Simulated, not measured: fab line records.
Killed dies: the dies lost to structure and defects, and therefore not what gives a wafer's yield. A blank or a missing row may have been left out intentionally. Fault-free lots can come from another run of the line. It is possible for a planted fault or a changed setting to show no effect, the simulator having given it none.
Which tool is to blame? | flow berkeley-cmos170 | 14 lots, 42 wafers sampled, at 5 steps of a route of 331

== WHAT THE GAUGES SHOWED, per wafer ==
UCB170_CONTACT_CD_MEAS_90 targets a cd of 700 nm. Usual: 700.0 nm for cd-nm, sd 1.7.
lot  | measured     | on        | cd-nm (nm)        | flag
L762 | day 6 22:48  | cd-sem-01 | 697.9 700.8 699.8 |
L761 | day 6 23:58  | cd-sem-01 | 699.1 697.8 700.5 |
L764 | day 7 02:11  | cd-sem-02 | 699.7 696.7 699.1 |
L766 | day 7 14:29  | cd-sem-02 | 698.5 699.6 699.0 |
L765 | day 7 14:49  | cd-sem-02 | 700.7 702.2 702.2 |
L767 | day 7 14:37  | cd-sem-02 | 698.1 698.1 700.4 |
L770 | day 8 10:51  | cd-sem-01 | 702.2 701.6 702.7 |
L774 | day 9 08:30  | cd-sem-02 | 701.6 700.1 700.6 |
L776 | day 10 01:43 | cd-sem-01 | 702.4 702.9 702.9 |
L778 | day 10 03:45 | cd-sem-02 | 699.3 698.5 698.0 |
L779 | day 10 15:07 | cd-sem-02 | 701.4 700.8 702.7 |
L780 | day 11 00:52 | cd-sem-01 | 701.2 700.4 698.9 |
L782 | day 11 06:56 | cd-sem-02 | 702.9 702.0 701.8 |
L784 | day 11 23:25 | cd-sem-02 | 698.7 697.3 698.2 |

UCB170_V1_THK_MEAS_01. Usual: V1_TEOS_THK typically reads 2009 nm, with standard deviation 28.
lot  | measured     | on            | V1_TEOS_THK (nm) | flag
L762 | day 7 07:35  | film-metro-04 | 1962 2041 2021   |
L761 | day 7 07:38  | film-metro-04 | 1981 1993 2051   |
L764 | day 7 07:43  | film-metro-04 | 1998 1985 2032   |
L766 | day 7 23:01  | film-metro-04 | 1959 1992 2031   |
L765 | day 7 23:01  | film-metro-02 | 2002 2020 2025   |
L767 | day 7 23:01  | film-metro-03 | 2008 2008 2052   |
L770 | day 8 16:23  | film-metro-02 | 1974 2060 2042   |
L774 | day 9 13:47  | film-metro-04 | 1986 2512 2013   | OFF
L776 | day 10 07:57 | film-metro-03 | 1959 2547 2021   | OFF
L778 | day 10 08:05 | film-metro-04 | 2004 1965 2044   |
L779 | day 10 21:44 | film-metro-03 | 1969 2002 2022   |
L780 | day 11 08:37 | film-metro-02 | 1977 2026 2060   |
L782 | day 11 16:11 | film-metro-03 | 2004 1954 2030   |
L784 | day 12 07:17 | film-metro-04 | 1995 2028 2067   |

UCB170_V1_CD_MEAS_90 targets a cd of 700 nm. Usual: 700.3 nm for cd-nm, sd 1.7.
lot  | measured     | on        | cd-nm (nm)        | flag
L762 | day 7 10:24  | cd-sem-01 | 699.4 699.0 697.6 |
L761 | day 7 10:55  | cd-sem-01 | 698.8 699.7 699.6 |
L764 | day 7 11:11  | cd-sem-02 | 700.6 698.5 699.9 |
L766 | day 8 01:01  | cd-sem-02 | 700.0 699.4 699.7 |
L765 | day 8 01:41  | cd-sem-02 | 698.4 697.5 698.7 |
L767 | day 8 01:14  | cd-sem-02 | 702.1 702.3 702.5 |
L770 | day 8 19:21  | cd-sem-01 | 700.1 698.4 701.8 |
L774 | day 9 17:25  | cd-sem-02 | 699.5 701.8 700.4 |
L776 | day 10 10:14 | cd-sem-01 | 704.6 703.3 702.3 |
L778 | day 10 13:10 | cd-sem-02 | 702.2 701.8 700.4 |
L779 | day 11 00:48 | cd-sem-02 | 700.5 702.0 700.4 |
L780 | day 11 11:11 | cd-sem-01 | 699.8 700.5 700.6 |
L782 | day 11 21:04 | cd-sem-01 | 702.6 702.1 703.0 |
L784 | day 12 09:35 | cd-sem-01 | 699.2 701.4 699.9 |

== WHAT TOOL EACH LOT RAN ON (gives the tool, then ch and the chambers of the sampled wafers, and finally the start) ==
lot  | UCB170_CONTACT_STRIP_06              | UCB170_V1_CVD_00
L762 | plasma-asher-02 ch 0,1, day 6 21:00  | pecvd-03 ch 0,1,2, day 7 07:25
L761 | plasma-asher-02 ch 0,1, day 6 22:12  | pecvd-02 ch 1,2, day 7 07:25
L764 | plasma-asher-02 ch 0,1, day 7 00:27  | pecvd-03 ch 0,1,2, day 7 07:34
L766 | plasma-asher-02 ch 0,1, day 7 12:28  | pecvd-04 ch 0,2, day 7 22:51
L765 | plasma-asher-04 ch 0,1, day 7 12:35  | pecvd-03 ch 0,1, day 7 22:51
L767 | plasma-asher-01 ch 0,1, day 7 12:43  | pecvd-02 ch 1,2, day 7 22:51
L770 | plasma-asher-04 ch 0,1, day 8 09:03  | pecvd-03 ch 0,2, day 8 16:13
L774 | plasma-asher-02 ch 0,1, day 9 06:43  | pecvd-03 ch 0,1,2, day 9 13:37
L776 | plasma-asher-02 ch 0, day 10 00:05   | pecvd-03 ch 0,1,2, day 10 07:47
L778 | plasma-asher-01 ch 0,1, day 10 02:08 | pecvd-04 ch 0,1, day 10 07:56
L779 | plasma-asher-04 ch 0,1, day 10 12:30 | pecvd-04 ch 0,2, day 10 21:34
L780 | plasma-asher-02 ch 0,1, day 10 23:07 | pecvd-02 ch 0,1, day 11 08:27
L782 | plasma-asher-02 ch 0,1, day 11 05:12 | pecvd-02 ch 0,1, day 11 16:02
L784 | plasma-asher-01 ch 0,1, day 11 20:04 | pecvd-02 ch 1,2, day 12 07:05
- UCB170_CONTACT_STRIP_06: strips in O2.
- UCB170_V1_CVD_00: deposits SiO2 from TEOS/O2, target thk 2000 nm, time 250 s.

== WHAT THE TOOLS THEMSELVES READ (means of the sampled wafers that have a number; where no wafer has one, the mark that the record gives instead) ==
UCB170_CONTACT_STRIP_06. Usual: drypump-motor-current-A 5.58 A, standard deviation 0.3; oes-product-au 0.735 a.u., standard deviation 0.0043; strip-time-to-endpoint-s 22.02 s, standard deviation 0.069.
lot  | tool            | drypump-motor-current-A (A) | oes-product-au (a.u.) | strip-time-to-endpoint-s (s) | flag
L762 | plasma-asher-02 | 5.54                        | 0.732                 | 22.03                        |
L761 | plasma-asher-02 | 5.35                        | 0.730                 | 22.04                        |
L764 | plasma-asher-02 | 5.35                        | 0.738                 | 21.96                        |
L766 | plasma-asher-02 | 5.35                        | 0.741                 | 21.98                        |
L765 | plasma-asher-04 | 5.61                        | 0.739                 | 22.01                        |
L767 | plasma-asher-01 | 5.61                        | 0.733                 | 22.00                        |
L770 | plasma-asher-04 | 5.93                        | 0.733                 | 22.08                        |
L774 | plasma-asher-02 | 5.36                        | 0.735                 | 22.08                        |
L776 | plasma-asher-02 | 5.71                        | 0.730                 | 22.00                        |
L778 | plasma-asher-01 | 5.65                        | 0.731                 | 22.01                        |
L779 | plasma-asher-04 | 5.92                        | 0.734                 | 22.07                        |
L780 | plasma-asher-02 | 5.36                        | 0.736                 | 22.06                        |
L782 | plasma-asher-02 | 5.53                        | 0.738                 | 22.00                        |
L784 | plasma-asher-01 | 5.65                        | 0.741                 | 22.12                        |

UCB170_V1_CVD_00. Usual: heater-power-w 239 W, standard deviation 72; run-length-s 278.2 s, standard deviation 0.59.
lot  | tool     | heater-power-w (W) | run-length-s (s) | flag
L762 | pecvd-03 | 194                | 277.9            |
L761 | pecvd-02 | 214                | 278.4            |
L764 | pecvd-03 | 214                | 278.2            |
L766 | pecvd-04 | 330                | 278.3            |
L765 | pecvd-03 | 244                | 278.0            |
L767 | pecvd-02 | 236                | 278.6            |
L770 | pecvd-03 | 213                | 278.2            |
L774 | pecvd-03 | 200                | 299.7            | OFF
L776 | pecvd-03 | 216                | 299.6            | OFF
L778 | pecvd-04 | 288                | 278.3            |
L779 | pecvd-04 | 303                | 278.1            |
L780 | pecvd-02 | 256                | 278.2            |
L782 | pecvd-02 | 276                | 278.4            |
L784 | pecvd-02 | 230                | 278.0            |

== THE ANSWER, worked out from the rows above alone ==
Rule: a lot counts as off when the mean over its wafers that have a number is more than 3 standard deviations away from the usual mean. A lot without any number at a reading at which 4 lots or more have one is off too. Where the step has rows for the other lots, those lots are counted as sound. The gauges are gone through in route order, then the tools' own readings, and for those a lot's mean is taken as printed above. The first step at which some lot is off is used, and at that step the reading that is off furthest; a lot without a number counts as furthest.
Off: L774, L776, seen at UCB170_V1_THK_MEAS_01 (V1_TEOS_THK).
A tool fits if, at a process step before that reading, it ran every lot that is off, and no sound lot after the first of them. The gauges at UCB170_V1_THK_MEAS_01 aren't tried: what is off there is off at UCB170_V1_CVD_00 too, on other tools, and a gauge's error can't cause that. One candidate fits, namely pecvd-03 at UCB170_V1_CVD_00. A fault onset in the window from L770 (day 8 16:13, its last sound lot) to L774 (day 9 13:37, its first lot off) fits.
The tool's own readings at UCB170_V1_CVD_00 bear it out: on the lots that are off they differ by more than 5 times the standard deviation of the sound lots' means. run-length-s reads 299.6 s there against 278.2 s on the sound lots.

== WHAT THE SIMULATOR HAD PUT IN ==
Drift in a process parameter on pecvd-03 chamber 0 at UCB170_V1_CVD_00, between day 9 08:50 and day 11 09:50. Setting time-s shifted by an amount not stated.
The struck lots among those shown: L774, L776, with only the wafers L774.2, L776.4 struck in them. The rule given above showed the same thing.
